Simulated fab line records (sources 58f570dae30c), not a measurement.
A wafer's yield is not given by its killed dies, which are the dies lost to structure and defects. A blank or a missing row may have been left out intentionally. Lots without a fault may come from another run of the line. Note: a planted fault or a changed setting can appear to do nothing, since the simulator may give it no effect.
Chamber matching    flow berkeleyCmos170    rieDiel-01 running UCB170_ZERO_ETCH_06: 4 sister chambers
The step etches SiO2 in CHF3/CF4/Ar, time 12 s. 4 wafers are shown with their chamber, then 8 later ones without.

== WAFERS, EACH WITH ITS CHAMBER ==
wafer   chamber  drypumpMotorCurrentA (A)
L925.4  2        5.8
L931.3  3        5.0
L931.4  1        5.2
L938.3  0        6.1

== WAFERS WITHOUT THEIR CHAMBER ==
wafer   drypumpMotorCurrentA (A)
L938.4  5.1
L938.6  5.8
L940.3  5.8
L940.4  6.1
L940.5  5.0
L944.1  5.8
L944.3  5.8
L944.5  5.8

== EACH ONE'S CHAMBER ==
wafer   from the rows above      in truth
L938.4  can't be placed: 3 or 1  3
L938.6  2                        2
L940.3  2                        2
L940.4  0                        0
L940.5  3                        3
L944.1  2                        2
L944.3  2                        2
L944.5  2                        2
Correct placement for 7 of the 8. From these rows, 1 cannot be placed; in 1 the true chamber is one of the candidates. Number placed wrongly: 0.
How it was worked out, from the rows above alone: a wafer's distance from a chamber is the root of the sum, over the readings, of the square of ((its reading less the chamber's mean) divided by the reading's scatter). The wafer belongs to the nearest chamber; if the next one is less than 2 further off, it can't be placed. The mean given for a chamber averages the wafers shown for that chamber. The scatter: root of mean squared gap, hidden wafer to nearest shown wafer, with one shown wafer a chamber.
